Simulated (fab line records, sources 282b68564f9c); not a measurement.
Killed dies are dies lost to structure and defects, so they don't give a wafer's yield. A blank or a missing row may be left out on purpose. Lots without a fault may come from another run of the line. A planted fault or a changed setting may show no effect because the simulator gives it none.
fab line records | flow rit_cmos
record lots=6 wafers=18 last_day=7
route steps=202 shown GATE@83 M1@202
lots that met no fault: from a run of the same line without faults
start_h: hours from the record's first day to the start of the lot's first wafer shown | wait_h: hours since the lot's step before | " the same as in the row above | L1.1+2: a row that stands for several wafers | - no value, or no start given | * or withheld: withheld | < > ~ a bound
route shown NAME@n: a module of which the file shows steps, and the number in the route of the first | usual: mean/standard deviation of fault-free wafers | same: alike in all rows | chamber/n: place in a boat | sites: the reading at each site | _std_site: their standard deviation | _edge_site: outer sites' mean less inner sites' | radius_mm: how far each site lies from the wafer's centre | mask NAME#n: copy n | behind: the tool/chamber that last shaped the wafer | hold: why the lot was held/for how many hours/how that ended | device: the transistor (n, p or np) that didn't switch | end of line: the same wafers' tests at the end of the route | a step without rows: its recipe alone | killed: dies lost to structure and defects at the first sort, not the wafer's yield | map: a wafer's dies, x killed, . not, _ none there
set.NAME: the setting as run; set.NAME@STEP: as run at that earlier step | model.NAME: the simulator's own value behind a step, which no gauge read
lots at some steps of the route; a table a step, a row a wafer
services: from which hour (start_h, from the record's first day; less than 0 if before it) a tool's chamber was out of use, for how many hours, and why
## steps
# step RIT_GATE_THK_MEAS_07
# recipe reads=SiO2_of_GATE_OXIDATION_05
# usual GATE_OXIDE_THK=3.02/0.052
# columns lot.wafer tool chamber start_h wait_h GATE_OXIDE_THK[nm]
L824.2 film_metro-04 - 37.35 0.0 3.01
L824.4 " - " " 3.05
L824.5 " - " " 3.03
L828.2 film_metro-04 - 61.43 0.0 3.00
L828.3 " - " " 3.03
L828.5 " - " " 3.04
L830.1 film_metro-03 - 69.22 0.0 3.06
L830.3 " - " " 2.94
L830.5 " - " " 2.99
L833.2 film_metro-04 - 82.71 0.0 2.92
L833.5 " - " " 2.91
L833.6 " - " " 2.95
L841.1 film_metro-03 - 124.13 0.0 3.02
L841.2 " - " " 3.07
L841.5 " - " " 3.11
L845.2 film_metro-04 - 143.73 0.0 2.99
L845.3 " - " " 3.12
L845.6 " - " " 3.02
# step RIT_GATE_CVD_08
# recipe material=poly-Si target_thk_nm=250 temp_c=610 precursor=SiH4 time_s=2220 pressure_mtorr=300 sih4_flow_sccm=97.59
# step RIT_GATE_THK_MEAS_09
# recipe reads=poly-Si_of_GATE_CVD_08
# usual GATE_POLY_THK=243.8/2.2
# columns lot.wafer tool chamber start_h wait_h GATE_POLY_THK[nm]
L824.2 film_metro-01 - 39.03 0.0 248.2
L824.4 " - " " 247.8
L824.5 " - " " 246.0
L828.2 film_metro-03 - 63.11 0.0 246.5
L828.3 " - " " 247.0
L828.5 " - " " 246.8
L830.1 film_metro-03 - 70.90 0.0 243.2
L830.3 " - " " 248.3
L830.5 " - " " 245.5
L833.2 film_metro-04 - 85.45 0.0 244.7
L833.5 " - " " 242.6
L833.6 " - " " 243.3
L841.1 film_metro-04 - 125.80 0.0 242.2
L841.2 " - " " 243.5
L841.5 " - " " 244.6
L845.2 film_metro-03 - 145.40 0.0 242.7
L845.3 " - " " 244.1
L845.6 " - " " 243.5
# step RIT_GATE_HMDS_10
# recipe prime_time_s=60 prime_temp_c=140
# step RIT_GATE_COAT_11
# recipe resist=NOVOLAK spin_rpm=4250 resist_thk_nm=850
# step RIT_GATE_SOFTBAKE_12
# recipe resist=NOVOLAK temp_c=90 time_s=60
# step RIT_GATE_EXPOSE_13
# recipe mask_id=M6 na=0.6 source_shape=conventional sigma_outer=0.6 target_cd_nm=150 dose_mj=380
# step RIT_GATE_PEB_14
# recipe resist=NOVOLAK temp_c=withheld time_s=withheld
# step RIT_GATE_DEVELOP_15
# recipe resist=NOVOLAK develop_time_s=50 dev_temp_c=23
# step RIT_GATE_CD_MEAS_16
# recipe target_cd_nm=150
# usual cd_nm=150.3/3
# columns lot.wafer tool chamber start_h wait_h cd_nm
L824.2 cd_sem-01 - 40.08 - 148.9
L824.4 " - " " 149.1
L824.5 " - " " 149.3
L828.2 cd_sem-02 - 64.05 - 149.7
L828.3 " - " " 153.5
L828.5 " - " " 149.6
L830.1 cd_sem-01 - 71.81 - 147.6
L830.3 " - " " 148.9
L830.5 " - " " 152.6
L833.2 cd_sem-01 - 86.37 - 154.5
L833.5 " - " " 152.5
L833.6 " - " " 154.7
L841.1 cd_sem-01 - 126.71 - 146.8
L841.2 " - " " 147.6
L841.5 " - " " 147.3
L845.2 cd_sem-02 - 146.45 - 154.5
L845.3 " - " " 152.4
L845.6 " - " " 152.6
# step RIT_GATE_OVL_MEAS_17
# usual GATE_OVL=0.3/1.6
# columns lot.wafer tool chamber start_h wait_h GATE_OVL[nm]
L824.2 overlay-02 - 40.19 0.1 0.8
L824.4 " - " " 0.9
L824.5 " - " " 0.0
L828.2 overlay-02 - 64.15 0.1 0.1
L828.3 " - " " 0.1
L828.5 " - " " 1.3
L830.1 overlay-01 - 71.93 0.1 -2.4
L830.3 " - " " -0.8
L830.5 " - " " -2.1
L833.2 overlay-02 - 86.48 0.1 -2.3
L833.5 " - " " -3.6
L833.6 " - " " -1.7
L841.1 overlay-02 - 126.83 0.1 0.8
L841.2 " - " " 0.8
L841.5 " - " " -0.8
L845.2 overlay-02 - 146.56 0.1 0.1
L845.3 " - " " 3.1
L845.6 " - " " 1.9
# step RIT_GATE_HARDBAKE_18
# recipe resist=NOVOLAK temp_c=140 time_s=60
# step RIT_GATE_ETCH_19
# recipe chemistry=SF6/CHF3/O2 time_s=165 SF6_flow_sccm=30 CHF3_flow_sccm=30 O2_flow_sccm=5 target=poly-Si pressure_mtorr=40 rf_w=160 target_depth_a=3125 over_etch_frac=0.25 stop_on=SiO2
# usual chamber_pressure_mTorr=39.99/0.041 drypump_motor_current_A=5.8/0.37 oes_product_au=0.838/0.014 rf_fwd_power_W=159.3/0.52 run_length_s=193.2/0.41 throttle_valve_pct=10.24/0.15
# columns lot.wafer tool chamber start_h wait_h chamber_pressure_mTorr drypump_motor_current_A oes_product_au rf_fwd_power_W rf_hours_counter_h run_length_s throttle_valve_pct model.NOVOLAK_of_GATE_COAT_11.thk_nm model.GATE.feature_depth_nm model.etch.depth_nm
L824.2 rie_si-02 2 40.37 0.1 39.96 5.6 0.869 159.4 25 193.3 10.36 668.3 248.2 248.2
L824.4 " 1 " " 39.97 5.6 0.842 159.2 86 192.6 10.02 663.1 248 248
L824.5 " 2 " " 40.04 5.6 0.862 159.1 - 193.4 10.35 670.3 246.1 246.1
L828.2 rie_si-02 0 64.33 0.1 39.96 5.9 0.994 - 46 151.8 10.38 694.4 225.2 225.2
L828.3 " 3 " " 40.03 5.3 0.853 158.5 90 194.1 10.25 674.9 247.1 247.1
L828.5 " 0 " " 40.03 5.9 0.997 - - 151.3 10.37 693 227.9 227.9
L830.1 rie_si-02 0 72.11 0.1 39.98 5.9 0.993 - 46 151.3 10.36 692.4 226 226
L830.3 " 3 " " 40.00 5.3 0.862 158.1 90 193.5 10.23 670.5 248.6 248.6
L830.5 " 2 " " 39.94 5.6 0.857 159.7 - 193.7 10.36 671.8 245.5 245.5
L833.2 rie_si-01 0 86.83 0.1 39.94 5.7 0.834 159.7 51 192.9 10.45 669 244.9 244.9
L833.5 " 0 " " 39.96 5.6 0.839 159.2 - 192.8 10.43 672.2 242.6 242.6
L833.6 " 3 " " 40.00 5.5 0.822 158.9 - 193.3 10.08 671.9 243.3 243.3
L841.1 rie_si-01 1 127.02 0.1 39.98 6.3 0.809 159.5 62 193.5 10.17 671 242.2 242.2
L841.2 " 2 " " 40.03 6.4 0.841 159.6 1 193.4 10.17 673.5 243.4 243.4
L841.5 " 2 " " 39.96 6.4 0.849 159.5 - 193.1 10.15 673.4 244.6 244.6
L845.2 rie_si-01 0 146.74 0.1 39.93 5.7 0.833 160.1 52 192.9 10.46 672.5 242.7 242.7
L845.3 " 1 " " 39.97 6.3 0.828 159.2 62 193.4 10.17 672.7 244.1 244.1
L845.6 " 1 " " 39.95 6.3 0.823 159.1 - 193.7 10.16 671 243.6 243.6
# step RIT_GATE_STRIP_20
# recipe chemistry=O2 time_s=180 resist=NOVOLAK platen_temp_c=withheld power_w=500 pressure_mtorr=4000 o2_flow_sccm=4000
# usual chamber_pressure_mTorr=4000/4 drypump_motor_current_A=5.6/0.36
# columns lot.wafer tool chamber start_h wait_h chamber_pressure_mTorr drypump_motor_current_A rf_hours_counter_h
L824.2 plasma_asher-02 1 40.48 0.1 4001 5.8 40
L824.4 " 1 " " 4004 5.8 -
L824.5 " 1 " " 4002 5.8 -
L828.2 plasma_asher-03 1 64.44 0.1 4006 5.2 40
L828.3 " 1 " " 4000 5.2 -
L828.5 " 0 " " 4003 5.5 -
L830.1 plasma_asher-01 0 72.22 0.1 3999 6.2 43
L830.3 " 0 " " 3997 6.2 -
L830.5 " 1 " " 3995 5.5 -
L833.2 plasma_asher-03 0 86.94 0.1 3999 5.5 44
L833.5 " 0 " " 3995 5.5 -
L833.6 " 1 " " 4002 5.1 -
L841.1 plasma_asher-01 0 127.13 0.1 3996 6.2 49
L841.2 " 1 " " 3996 5.5 49
L841.5 " 1 " " 3995 5.5 -
L845.2 plasma_asher-02 1 146.84 0.1 3999 5.8 52
L845.3 " 1 " " 4004 5.8 -
L845.6 " 1 " " 3997 5.8 -
# step RIT_M1_PROBE_99
# usual killed_at_contacts=0.0/0.22 killed_at_front_end=7/3 killed_dies=7/3.1 killed_on_rim=1.8/1.4 killed_open=3.4/2.1 killed_short=3.4/2
# same gross_dies=264 killed_at_M0_to_M3=0 killed_at_M4_up=0 killed_at_back_side=0 killed_at_other=0
# columns lot.wafer tool chamber start_h wait_h killed_at_contacts killed_at_front_end killed_dies killed_on_rim killed_open killed_short
L824.2 prober-01 - 63.97 0.1 0 7 7 2 4 3
L824.4 prober-01 - 64.07 0.2 1 6 7 0 2 5
L824.5 prober-01 - 64.12 0.2 0 9 9 2 2 7
L828.2 prober-01 - 84.49 0.1 0 264 264 70 4 3
L828.3 prober-01 - 84.54 0.2 0 3 3 2 1 2
L828.5 prober-01 - 84.64 0.2 0 262 262 70 4 5
L830.1 prober-01 - 92.01 0.1 0 264 264 70 7 3
L830.3 prober-01 - 92.11 0.2 1 6 7 3 5 2
L830.5 prober-01 - 92.21 0.2 0 5 5 2 0 5
L833.2 prober-02 - 108.14 0.1 0 5 5 1 4 1
L833.5 prober-02 - 108.29 0.2 0 6 6 1 1 5
L833.6 prober-02 - 108.34 0.2 0 13 13 3 7 6
L841.1 prober-02 - 148.30 0.1 0 10 10 0 3 7
L841.2 prober-02 - 148.35 0.1 0 2 2 0 1 1
L841.5 prober-02 - 148.50 0.2 0 6 6 1 5 1
L845.2 prober-02 - 168.47 0.1 0 7 7 0 3 4
L845.3 prober-02 - 168.52 0.2 0 13 13 4 5 8
L845.6 prober-02 - 168.67 0.2 0 10 10 3 8 2
# killed by level:class
L824.2 GATE:geometric_particle:short=2 GATE:geometric_particle:open=2 FOX1:geometric_particle:open=1 SPACER:geometric_particle:short=1 SILICIDE:geometric_particle:open=1
L824.4 GATE:geometric_particle:short=2 SILICIDE:geometric_particle:short=2 REOX:geometric_particle:short=1 SILICIDE:geometric_particle:open=1 CONTACT:geometric_particle:open=1
L824.5 SILICIDE:geometric_particle:short=4 REOX:geometric_particle:short=2 FOX1:geometric_particle:open=1 GATE:geometric_particle:short=1 SPACER:geometric_particle:open=1
L828.2 GATE:area_etch=257 REOX:geometric_particle:open=2 SILICIDE:geometric_particle:short=2 FOX1:geometric_particle:open=1 GATE:geometric_particle:short=1 SILICIDE:geometric_particle:open=1
L828.3 GATE:geometric_particle:open=1 GATE:geometric_particle:short=1 SPACER:geometric_particle:short=1
L828.5 GATE:area_etch=253 GATE:geometric_particle:short=4 GATE:geometric_particle:open=2 FOX2:geometric_particle:open=1 SILICIDE:geometric_particle:open=1 SILICIDE:geometric_particle:short=1
L830.1 GATE:area_etch=254 GATE:geometric_particle:open=3 FOX1:geometric_particle:open=2 GATE:geometric_particle:short=2 FOX1:geometric_particle:short=1 REOX:geometric_particle:open=1 SILICIDE:geometric_particle:open=1
L830.3 GATE:geometric_particle:open=2 GATE:geometric_particle:short=2 FOX1:geometric_particle:open=1 SILICIDE:geometric_particle:open=1 CONTACT:geometric_particle:open=1
L830.5 GATE:geometric_particle:short=3 FOX2:geometric_particle:short=1 SPACER:geometric_particle:short=1
L833.2 SPACER:geometric_particle:open=2 REOX:geometric_particle:open=1 SILICIDE:geometric_particle:open=1 SILICIDE:geometric_particle:short=1
L833.5 REOX:geometric_particle:short=2 SILICIDE:geometric_particle:short=2 GATE:geometric_particle:short=1 GATE:geometric_particle:open=1
L833.6 REOX:geometric_particle:short=4 GATE:geometric_particle:open=3 GATE:geometric_particle:short=2 REOX:geometric_particle:open=2 SPACER:geometric_particle:open=2
L841.1 REOX:geometric_particle:short=3 GATE:geometric_particle:open=2 SILICIDE:geometric_particle:short=2 FOX1:geometric_particle:short=1 SPACER:geometric_particle:short=1 SILICIDE:geometric_particle:open=1
L841.2 SILICIDE:geometric_particle:open=1 SILICIDE:geometric_particle:short=1
L841.5 FOX2:geometric_particle:open=2 GATE:geometric_particle:open=2 FOX1:geometric_particle:open=1 FOX2:geometric_particle:short=1
L845.2 REOX:geometric_particle:open=2 FOX1:geometric_particle:short=1 GATE:geometric_particle:open=1 GATE:geometric_particle:short=1 REOX:geometric_particle:short=1 SILICIDE:geometric_particle:short=1
L845.3 GATE:geometric_particle:short=3 REOX:geometric_particle:short=3 GATE:geometric_particle:open=2 REOX:geometric_particle:open=2 FOX1:geometric_particle:short=1 SILICIDE:geometric_particle:short=1 SILICIDE:geometric_particle:open=1
L845.6 GATE:geometric_particle:open=4 FOX1:geometric_particle:open=2 REOX:geometric_particle:short=1 REOX:geometric_particle:open=1 SPACER:geometric_particle:short=1 SILICIDE:geometric_particle:open=1
# map L828.2 (x killed, . not)
________xxxxxxx_______
_____xxxxxxxxxxxxx____
____xxxxxxxxxxxxxxx___
___xxxxxxxxxxxxxxxxx__
__xxxxxxxxxxxxxxxxxxx_
__xxxxxxxxxxxxxxxxxxx_
_xxxxxxxxxxxxxxxxxxxxx
_xxxxxxxxxxxxxxxxxxxxx
_xxxxxxxxxxxxxxxxxxxxx
_xxxxxxxxxxxxxxxxxxxxx
__xxxxxxxxxxxxxxxxxxx_
__xxxxxxxxxxxxxxxxxxx_
___xxxxxxxxxxxxxxxxx__
____xxxxxxxxxxxxxxx___
_____xxxxxxxxxxxxx____
________xxxxxxx_______
# map L830.1 (x killed, . not)
________xxxxxxx_______
_____xxxxxxxxxxxxx____
____xxxxxxxxxxxxxxx___
___xxxxxxxxxxxxxxxxx__
__xxxxxxxxxxxxxxxxxxx_
__xxxxxxxxxxxxxxxxxxx_
_xxxxxxxxxxxxxxxxxxxxx
_xxxxxxxxxxxxxxxxxxxxx
_xxxxxxxxxxxxxxxxxxxxx
_xxxxxxxxxxxxxxxxxxxxx
__xxxxxxxxxxxxxxxxxxx_
__xxxxxxxxxxxxxxxxxxx_
___xxxxxxxxxxxxxxxxx__
____xxxxxxxxxxxxxxx___
_____xxxxxxxxxxxxx____
________xxxxxxx_______
## services
# columns tool chamber start_h hours kind
rie_si-02 0 29.70 3.4 repair
rie_si-01 1 77.24 2.1 repair
rie_si-02 3 96.25 3.9 repair
rie_si-01 0 104.45 7.1 repair
plasma_asher-03 - 108.75 9.0 pm
plasma_asher-03 0 108.75 9.0 vent_cycle
plasma_asher-03 1 108.75 9.0 vent_cycle
plasma_asher-03 0 117.75 - clean
plasma_asher-03 1 117.75 - clean
plasma_asher-02 - 128.20 0.5 repair
plasma_asher-03 - 138.30 0.8 repair
plasma_asher-03 - 142.61 4.9 repair
rie_si-02 - 142.67 10.4 repair
## key
first_sign step=RIT_GATE_ETCH_19 reading=run_length_s direction=down sigmas=99+ usual=* struck=*
effect step=RIT_GATE_ETCH_19 reading=oes_product_au direction=up sigmas=12 usual=0.838 struck=0.995
effect step=RIT_M1_PROBE_99 reading=killed_at_front_end direction=up sigmas=84 usual=7 struck=263 through=control_loop
model_effect step=RIT_GATE_ETCH_19 value=NOVOLAK_of_GATE_COAT_11.thk_nm without=673.1 struck=693.2
more_kills_born_at RIT_GATE_ETCH_19@rie_si-02=764
met_at RIT_GATE_ETCH_19
struck_wafers L828.2,L828.5,L830.1
later_rows_left_out L828.2,L828.5,L830.1
tester_left_out L828,L830
loop_trim step=RIT_M1_EXPOSE_06 setting=dose lots=L830
fault kind=process_parameter_drift tool=rie_si-02 chamber=0 onset_h=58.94 steps=RIT_GATE_ETCH_19 channel=time_s offset=* shape=step end_h=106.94 stated=*
# tester_left_out: of these lots the tester's yield and bins aren't shown, on N5 and GAA mostly nor the transistor test; their killed dies are dies lost to structure and defects alone, not to doping, threshold or leakage, so they don't give the yield
# later_rows_left_out: the simulator's readings of these wafers behind a module that went badly wrong aren't trusted and aren't shown, but for the sort
# loop_trim: a control loop set the setting to another value than it would have without faults
